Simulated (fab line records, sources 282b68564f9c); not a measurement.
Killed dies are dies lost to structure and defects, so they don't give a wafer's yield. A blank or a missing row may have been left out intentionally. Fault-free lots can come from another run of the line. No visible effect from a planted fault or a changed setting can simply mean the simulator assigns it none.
fab line records	flow rit-cmos
[record] lots = 15	wafers = 45	last-day = 7
route steps=202 shown GATE@95 REOX@102 NLDD@112 SDANNEAL@156 M1@202
lots untouched by any fault: they come from a run of this same line in which no faults occurred
start-h: hours from the record's first day to the start of the lot's first wafer shown	wait-h: time in hours since the lot's previous step	" the same as in the row above	L1.1+2: a single row standing in for several wafers	- no value, or no start was given	* or withheld: withheld	< > ~ a bound
route shown NAME@n: a module of which the file shows steps, and the number in the route of the first	usual: average and standard deviation across the fault-free wafers	same: alike in all rows	chamber/n: place in a boat	sites: each site's reading	_std_site: the standard deviation of these	_edge_site: mean of outer sites minus mean of inner sites	radius-mm: how far each site lies from the wafer's centre	mask NAME#n: copy n	behind: the tool/chamber that last shaped the wafer	hold: reason for holding the lot/hours on hold/outcome of the hold	device: which transistor (n, p or np) failed to switch	end of line: at the end of the route, the tests of the same wafers	step lacking rows: just its recipe	killed: dies that structure and defects cost at the first sort, which is not the same as the wafer's yield	map: the dies of a wafer, with x for killed, . for not killed, _ for no die there
set.NAME: the setting the step ran with; set.NAME@STEP: the setting that earlier step ran with	model.NAME: the simulator's own value behind a step, which no gauge read
one table for each step of the route and one row for each wafer, over a sample of lots
services: from which hour (start-h, from the record's first day; less than 0 if before it) a tool's chamber was out of use, for how many hours, and why
[[steps]]
[step RIT_GATE_ETCH_19]
[recipe] chemistry = SF6/CHF3/O2	time-s = 165	SF6_flow_sccm = 30	CHF3_flow_sccm = 30	O2_flow_sccm = 5	target = poly-Si	pressure-mtorr = 40	rf-w = 160	target-depth-a = 3125	over-etch-frac = 0.25	stop-on = SiO2
[usual] drypump-motor-current-A = 5.9/0.47	oes-product-au = 0.847/0.014	throttle-valve-pct = 10.23/0.18
[same] time-s = 165
lot.wafer	tool	chamber	start-h	wait-h	drypump-motor-current-A	oes-product-au	rf-hours-counter-h	throttle-valve-pct
L716.1	rie-si-02	1	41.25	0.1	6.5	0.855	2	10.12
L716.2	"	2	"	"	5.2	0.852	69	10.35
L716.3	"	3	"	"	6.4	0.876	2	10.07
L718.2	rie-si-02	3	54.91	0.1	6.4	0.874	2	10.08
L718.4	"	2	"	"	5.2	0.853	69	10.35
L718.6	"	2	"	"	5.2	0.846	-	10.36
L719.2	rie-si-01	3	58.92	0.1	6.2	0.843	150	10.04
L719.3	"	0	"	"	5.5	0.840	71	10.01
L719.6	"	0	"	"	5.5	0.833	-	10.03
L720.2	rie-si-02	3	65.40	0.1	6.4	0.871	2	10.08
L720.3	"	0	"	"	5.7	0.856	61	10.49
L720.6	"	0	"	"	5.7	0.855	-	10.48
L725.3	rie-si-02	1	84.52	0.1	6.5	0.847	2	10.10
L725.4	"	2	"	"	5.2	0.844	70	10.36
L725.5	"	0	"	"	5.7	0.860	-	10.49
L724.2	rie-si-01	3	86.24	0.1	6.2	0.846	151	10.04
L724.4	"	3	"	"	6.2	0.852	-	10.04
L724.6	"	2	"	"	6.3	0.835	-	10.39
L727.2	rie-si-01	0	99.60	0.1	5.6	0.829	72	10.00
L727.3	"	3	"	"	6.2	0.848	151	10.02
L727.6	"	0	"	"	5.5	0.827	-	10.01
L728.1	rie-si-02	1	103.10	0.1	6.5	0.835	2	10.12
L728.2	"	3	"	"	6.4	0.852	3	10.07
L728.3	"	2	"	"	5.2	0.830	70	10.35
L730.1	rie-si-02	1	112.68	0.1	6.5	0.839	3	10.12
L730.2	"	2	"	"	5.2	0.840	70	10.36
L730.3	"	0	"	"	5.7	0.848	61	10.50
L732.2	rie-si-02	1	117.56	0.1	6.5	0.835	3	10.10
L732.4	"	3	"	"	6.4	0.870	3	10.09
L732.5	"	3	"	"	6.4	0.868	-	10.09
L733.3	rie-si-01	0	127.50	0.1	5.6	0.825	72	10.03
L733.5	"	1	"	"	5.4	0.851	-	10.40
L733.6	"	0	"	"	5.6	0.837	-	10.00
L734.1	rie-si-02	3	133.72	0.1	6.4	0.879	3	10.07
L734.2	"	1	"	"	6.5	0.848	3	10.11
L734.5	"	3	"	"	6.4	0.865	-	10.07
L735.1	rie-si-01	0	136.72	0.1	5.5	0.852	72	10.02
L735.2	"	1	"	"	5.4	0.861	0	10.39
L735.4	"	3	"	"	6.2	0.839	0	10.02
L738.3	rie-si-02	0	152.07	0.1	5.7	0.853	62	10.50
L738.5	"	0	"	"	5.7	0.855	-	10.49
L738.6	"	3	"	"	6.4	0.868	-	10.06
L739.1	rie-si-01	3	152.42	0.1	6.2	0.827	0	10.01
L739.2	"	2	"	"	6.4	0.839	10	10.39
L739.4	"	1	"	"	5.4	0.853	1	10.40
[step RIT_REOX_THK_MEAS_04]
[recipe] reads = SiO2_of_REOX_OXIDATION_03
[usual] REOX_OXIDE_THK = 25.1/0.41
lot.wafer	tool	chamber	start-h	wait-h	REOX_OXIDE_THK[nm]
L716.1	film-metro-03	-	44.90	0.0	25.2
L716.2	"	-	"	"	25.0
L716.3	"	-	"	"	25.2
L718.2	film-metro-03	-	59.39	0.0	24.1
L718.4	"	-	"	"	24.2
L718.6	"	-	"	"	24.4
L719.2	film-metro-04	-	62.27	0.0	25.5
L719.3	"	-	"	"	25.5
L719.6	"	-	"	"	25.1
L720.2	film-metro-04	-	68.73	0.0	25.1
L720.3	"	-	"	"	25.6
L720.6	"	-	"	"	25.3
L725.3	film-metro-04	-	88.23	0.0	25.3
L725.4	"	-	"	"	25.1
L725.5	"	-	"	"	24.9
L724.2	film-metro-04	-	90.77	0.0	24.5
L724.4	"	-	"	"	24.9
L724.6	"	-	"	"	24.9
L727.2	film-metro-03	-	103.00	0.0	25.6
L727.3	"	-	"	"	25.3
L727.6	"	-	"	"	25.4
L728.1	film-metro-03	-	106.45	0.0	25.1
L728.2	"	-	"	"	25.7
L728.3	"	-	"	"	25.1
L730.1	film-metro-01	-	116.82	0.0	24.6
L730.2	"	-	"	"	24.6
L730.3	"	-	"	"	25.1
L732.2	film-metro-04	-	120.93	0.0	25.9
L732.4	"	-	"	"	26.1
L732.5	"	-	"	"	25.7
L733.3	film-metro-04	-	130.95	0.0	25.3
L733.5	"	-	"	"	24.7
L733.6	"	-	"	"	24.6
L734.1	film-metro-04	-	137.04	0.0	25.7
L734.2	"	-	"	"	25.5
L734.5	"	-	"	"	25.6
L735.1	film-metro-04	-	140.92	0.0	25.0
L735.2	"	-	"	"	24.8
L735.4	"	-	"	"	25.2
L739.1	film-metro-04	-	156.00	0.0	25.4
L739.2	"	-	"	"	25.5
L739.4	"	-	"	"	25.1
L738.3	film-metro-03	-	156.02	0.0	25.5
L738.5	"	-	"	"	25.4
L738.6	"	-	"	"	25.3
[step RIT_NLDD_STRIP_09]
[recipe] chemistry = O2	time-s = 180	resist = NOVOLAK	platen-temp-c = withheld	power-w = 500	pressure-mtorr = 4000	o2-flow-sccm = 4000
[usual] drypump-motor-current-A = 5.93/0.18
[same] time-s = 180
lot.wafer	tool	chamber	start-h	wait-h	drypump-motor-current-A	rf-hours-counter-h
L716.1	plasma-asher-02	0	46.14	0.1	5.94	39
L716.2	"	1	"	"	5.85	39
L716.3	"	1	"	"	5.87	-
L718.2	plasma-asher-03	1	60.63	0.1	6.29	45
L718.4	"	1	"	"	6.29	-
L718.6	"	1	"	"	6.29	-
L719.2	plasma-asher-02	1	63.51	0.1	5.85	41
L719.3	"	1	"	"	5.84	-
L719.6	"	1	"	"	5.89	-
L720.2	plasma-asher-01	1	69.97	0.1	6.08	38
L720.3	"	0	"	"	5.59	-
L720.6	"	0	"	"	5.59	-
L725.3	plasma-asher-01	1	89.89	0.1	6.06	-
L725.4	"	0	"	"	5.54	-
L725.5	"	0	"	"	5.58	-
L724.2	plasma-asher-02	0	92.06	0.1	5.93	44
L724.4	"	1	"	"	5.88	-
L724.6	"	1	"	"	5.86	-
L727.2	plasma-asher-02	1	104.23	0.1	5.86	46
L727.3	"	1	"	"	5.86	-
L727.6	"	1	"	"	5.85	-
L728.1	plasma-asher-02	1	107.70	0.1	5.82	46
L728.2	"	0	"	"	5.97	46
L728.3	"	0	"	"	5.96	-
L730.1	plasma-asher-01	0	118.07	0.1	5.56	0
L730.2	"	1	"	"	6.07	0
L730.3	"	1	"	"	6.09	-
L732.2	plasma-asher-03	1	122.16	0.1	6.29	52
L732.4	"	0	"	"	5.93	-
L732.5	"	0	"	"	5.93	-
L733.3	plasma-asher-03	0	132.23	0.1	5.94	-
L733.5	"	1	"	"	6.29	-
L733.6	"	0	"	"	5.93	-
L734.1	plasma-asher-01	1	138.28	0.1	6.08	2
L734.2	"	0	"	"	5.58	2
L734.5	"	1	"	"	6.06	-
L735.1	plasma-asher-03	1	142.29	0.1	6.30	54
L735.2	"	0	"	"	5.95	54
L735.4	"	0	"	"	5.94	-
L738.3	plasma-asher-01	0	157.51	0.1	5.56	-
L738.5	"	0	"	"	5.55	-
L738.6	"	1	"	"	6.07	-
L739.1	plasma-asher-02	1	157.56	0.1	5.88	52
L739.2	"	0	"	"	5.93	52
L739.4	"	0	"	"	5.98	-
[step RIT_SDANNEAL_RTA_03]
[recipe] temp-c = 1050	time-s = 5	idle-temp-c = 600	ramp-up-c-per-s = 342	ramp-down-c-per-s = 171	cool-to-c = 600	ambient = N2
[usual] wafer_temp_C_max = 1053.6/1.1
[same] time-s = 5
lot.wafer	tool	chamber	start-h	wait-h	wafer_temp_C_max
L716.1	rtp-anneal-01	0	54.29	0.0	1054.9
L716.2	"	0	"	"	1053.6
L716.3	"	0	"	"	1053.2
L718.2	rtp-anneal-01	0	68.33	0.0	1052.9
L718.4	"	0	"	"	1054.6
L718.6	"	0	"	"	1054.8
L719.2	rtp-anneal-02	0	71.20	0.0	1055.2
L719.3	"	0	"	"	1053.0
L719.6	"	0	"	"	1051.0
L720.2	rtp-anneal-01	0	78.03	0.0	1054.7
L720.3	"	0	"	"	1054.3
L720.6	"	0	"	"	1053.1
L725.3	rtp-anneal-01	0	98.75	0.0	1054.5
L725.4	"	0	"	"	1053.2
L725.5	"	0	"	"	1053.3
L724.2	rtp-anneal-02	0	99.83	0.0	1053.6
L724.4	"	0	"	"	1052.8
L724.6	"	0	"	"	1054.5
L727.2	rtp-anneal-02	0	111.93	0.0	1052.8
L727.3	"	0	"	"	1051.8
L727.6	"	0	"	"	1053.0
L728.1	rtp-anneal-01	0	116.38	0.0	1054.4
L728.2	"	0	"	"	1054.5
L728.3	"	0	"	"	1054.8
L730.1	rtp-anneal-01	0	125.76	0.0	1056.1
L730.2	"	0	"	"	1054.1
L730.3	"	0	"	"	1053.3
L732.2	rtp-anneal-01	0	131.16	0.0	1054.0
L732.4	"	0	"	"	1053.8
L732.5	"	0	"	"	1053.7
L733.3	rtp-anneal-02	0	140.21	0.0	1054.0
L733.5	"	0	"	"	1054.2
L733.6	"	0	"	"	1054.7
L734.1	rtp-anneal-01	0	146.66	0.0	1053.5
L734.2	"	0	"	"	1052.7
L734.5	"	0	"	"	1052.4
L735.1	rtp-anneal-02	0	150.14	0.0	1054.5
L735.2	"	0	"	"	1054.9
L735.4	"	0	"	"	1053.8
L738.3	rtp-anneal-01	0	165.26	0.0	1055.3
L738.5	"	0	"	"	1053.4
L738.6	"	0	"	"	1052.8
L739.1	rtp-anneal-01	0	166.22	0.0	1051.4
L739.2	"	0	"	"	1052.3
L739.4	"	0	"	"	1054.5
[step RIT_M1_PROBE_99]
[usual] killed-at-contacts = 0.1/0.31	killed-at-front-end = 7/3	killed-dies = 7/3	killed-open = 3.2/1.9	killed-short = 3.6/2.2
[same] gross-dies = 264	killed_at_M0_to_M3 = 0	killed_at_M4_up = 0	killed-at-back-side = 0	killed-at-other = 0
lot.wafer	tool	chamber	start-h	wait-h	killed-at-contacts	killed-at-front-end	killed-dies	killed-open	killed-short
L720.2	prober-02	-	85.71	0.1	0	8	8	1	5
L720.3	prober-02	-	85.76	0.2	0	12	12	6	4
L720.6	prober-02	-	85.91	0.2	0	4	4	1	3
L725.3	prober-02	-	106.58	0.2	0	4	4	2	2
L725.4	prober-02	-	106.63	0.2	0	5	5	3	2
L725.5	prober-02	-	106.68	0.2	0	8	8	3	5
L724.2	prober-01	-	108.03	0.1	0	8	8	4	4
L724.4	prober-01	-	108.13	0.2	0	30	30	1	1
L724.6	prober-01	-	108.23	0.2	0	35	35	2	0
L727.2	prober-01	-	119.47	0.1	0	30	30	2	1
L727.3	prober-01	-	119.52	0.2	0	33	33	2	3
L727.6	prober-01	-	119.67	0.2	0	41	41	4	6
L728.1	prober-02	-	123.99	0.1	0	38	38	1	6
L728.2	prober-02	-	124.04	0.1	0	11	11	5	6
L728.3	prober-02	-	124.09	0.2	0	10	10	4	6
L732.2	prober-02	-	139.04	0.1	1	9	10	2	8
L732.4	prober-02	-	139.14	0.2	0	10	10	7	3
L732.5	prober-02	-	139.19	0.2	0	12	12	4	8
L734.1	prober-02	-	154.26	0.1	0	8	8	5	3
L734.2	prober-02	-	154.31	0.1	0	13	13	9	4
L734.5	prober-02	-	154.46	0.2	0	8	8	3	5
L735.1	prober-01	-	157.46	0.1	0	8	8	3	5
L735.2	prober-01	-	157.51	0.1	0	3	3	2	1
L735.4	prober-01	-	157.61	0.2	0	6	6	6	0
// killed by level:class
L720.2 GATE:geometric-particle:short=2 NWELL:coat-microbubble-printed=2 FOX1:geometric-particle:short=1 FOX2:geometric-particle:short=1 GATE:geometric-particle:open=1 SPACER:geometric-particle:short=1
L720.3 FOX2:geometric-particle:short=2 GATE:geometric-particle:open=2 NWELL:coat-microbubble-printed=2 FOX2:geometric-particle:open=1 GATE:geometric-particle:short=1 REOX:geometric-particle:open=1 SPACER:geometric-particle:short=1 SPACER:geometric-particle:open=1
L720.6 FOX2:geometric-particle:short=1 REOX:geometric-particle:open=1 SPACER:geometric-particle:short=1 SILICIDE:geometric-particle:short=1
L725.3 GATE:geometric-particle:short=2 FOX2:geometric-particle:open=1 SPACER:geometric-particle:open=1
L725.4 FOX2:geometric-particle:short=1 GATE:geometric-particle:open=1 GATE:geometric-particle:short=1 REOX:geometric-particle:open=1 SILICIDE:geometric-particle:open=1
L725.5 GATE:geometric-particle:open=3 GATE:geometric-particle:short=3 REOX:geometric-particle:short=1 SILICIDE:geometric-particle:short=1
L724.2 GATE:geometric-particle:open=2 FOX1:geometric-particle:short=1 FOX2:geometric-particle:open=1 GATE:geometric-particle:short=1 REOX:geometric-particle:short=1 SILICIDE:geometric-particle:short=1 SILICIDE:geometric-particle:open=1
L724.4 NLDD:unspecified=28 GATE:geometric-particle:short=1 SPACER:geometric-particle:open=1
L724.6 NLDD:unspecified=33 GATE:geometric-particle:open=2
L727.2 NLDD:unspecified=27 GATE:geometric-particle:open=1 REOX:geometric-particle:open=1 SPACER:geometric-particle:short=1
L727.3 NLDD:unspecified=28 FOX1:geometric-particle:open=1 FOX2:geometric-particle:short=1 GATE:geometric-particle:short=1 REOX:geometric-particle:short=1 REOX:geometric-particle:open=1
L727.6 NLDD:unspecified=31 REOX:geometric-particle:short=3 SPACER:geometric-particle:short=2 FOX2:geometric-particle:open=1 GATE:geometric-particle:short=1 REOX:geometric-particle:open=1 SPACER:geometric-particle:open=1 SILICIDE:geometric-particle:open=1
L728.1 NLDD:unspecified=31 FOX1:geometric-particle:short=3 SPACER:geometric-particle:short=2 FOX1:geometric-particle:open=1 GATE:geometric-particle:short=1
L728.2 FOX2:geometric-particle:open=2 FOX2:geometric-particle:short=2 GATE:geometric-particle:short=2 FOX1:geometric-particle:open=1 GATE:geometric-particle:open=1 REOX:geometric-particle:short=1 REOX:geometric-particle:open=1 SILICIDE:geometric-particle:short=1
L728.3 GATE:geometric-particle:short=3 FOX2:geometric-particle:open=2 FOX2:geometric-particle:short=1 GATE:geometric-particle:open=1 REOX:geometric-particle:open=1 SPACER:geometric-particle:short=1 SILICIDE:geometric-particle:short=1
L732.2 GATE:geometric-particle:short=3 FOX1:geometric-particle:short=2 FOX2:geometric-particle:short=1 REOX:geometric-particle:open=1 SPACER:geometric-particle:open=1 SILICIDE:geometric-particle:short=1 CONTACT:geometric-particle:short=1
L732.4 GATE:geometric-particle:open=2 GATE:geometric-particle:short=2 SPACER:geometric-particle:open=2 SILICIDE:geometric-particle:open=2 FOX1:geometric-particle:open=1 SILICIDE:geometric-particle:short=1
L732.5 GATE:geometric-particle:short=5 FOX1:geometric-particle:short=2 GATE:geometric-particle:open=2 REOX:geometric-particle:open=1 SPACER:geometric-particle:short=1 SILICIDE:geometric-particle:open=1
L734.1 FOX1:geometric-particle:open=4 FOX1:geometric-particle:short=1 FOX2:geometric-particle:short=1 GATE:geometric-particle:open=1 SPACER:geometric-particle:short=1
L734.2 GATE:geometric-particle:open=6 FOX2:geometric-particle:short=2 GATE:geometric-particle:short=2 REOX:geometric-particle:open=2 FOX1:geometric-particle:open=1
L734.5 GATE:geometric-particle:short=4 FOX2:geometric-particle:open=1 GATE:geometric-particle:open=1 SPACER:geometric-particle:open=1 SPACER:geometric-particle:short=1
L735.1 GATE:geometric-particle:short=3 FOX1:geometric-particle:short=2 FOX1:geometric-particle:open=2 GATE:geometric-particle:open=1
L735.2 FOX2:geometric-particle:open=1 GATE:geometric-particle:open=1 SILICIDE:geometric-particle:short=1
L735.4 SILICIDE:geometric-particle:open=3 FOX2:geometric-particle:open=2 GATE:geometric-particle:open=1
[[services]]
tool	chamber	start-h	hours	kind
rie-si-01	1	58.29	1.0	repair
rie-si-01	1	59.25	-	clean
rie-si-01	1	59.25	34.7	scheduled-down
rie-si-01	1	59.25	34.7	vent-cycle
rie-si-01	3	107.16	-	clean
rie-si-01	3	107.16	18.8	scheduled-down
rie-si-01	3	107.16	18.8	vent-cycle
plasma-asher-01	-	108.75	9.0	pm
plasma-asher-01	0	108.75	9.0	vent-cycle
plasma-asher-01	1	108.75	9.0	vent-cycle
plasma-asher-01	0	117.75	-	clean
plasma-asher-01	1	117.75	-	clean
plasma-asher-03	-	147.35	23.8	pm
[[key]]
[first-sign] step = RIT_M1_PROBE_99	reading = killed-at-front-end	direction = up	sigmas = 9.2	usual = 7	struck = 34
[effect] step = RIT_M1_PROBE_99	reading = killed-dies	direction = up	sigmas = 9.1	usual = 7	struck = 34
met-at RIT_NLDD_STRIP_09
struck-lots L724,L727,L728
struck-wafers L724.4,L724.6,L727.2,L727.3,L727.6,L728.1
tester-left-out L724,L727,L728
not-acting-at RIT_GATE_ETCH_19,RIT_REOX_THK_MEAS_04,RIT_SDANNEAL_RTA_03
onset-between 63.51 92.06
[fault] kind = chamber-particle-source	tool = plasma-asher-02	chamber = 1	onset-h = 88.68	steps = RIT_NLDD_STRIP_09	rate-per-visit-cm2 = 0.64789	end-h = 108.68
// tester-left-out: of these lots the tester's yield and bins aren't shown, on N5 and GAA mostly nor the transistor test; their killed dies are dies lost to structure and defects alone, not to doping, threshold or leakage, so they don't give the yield
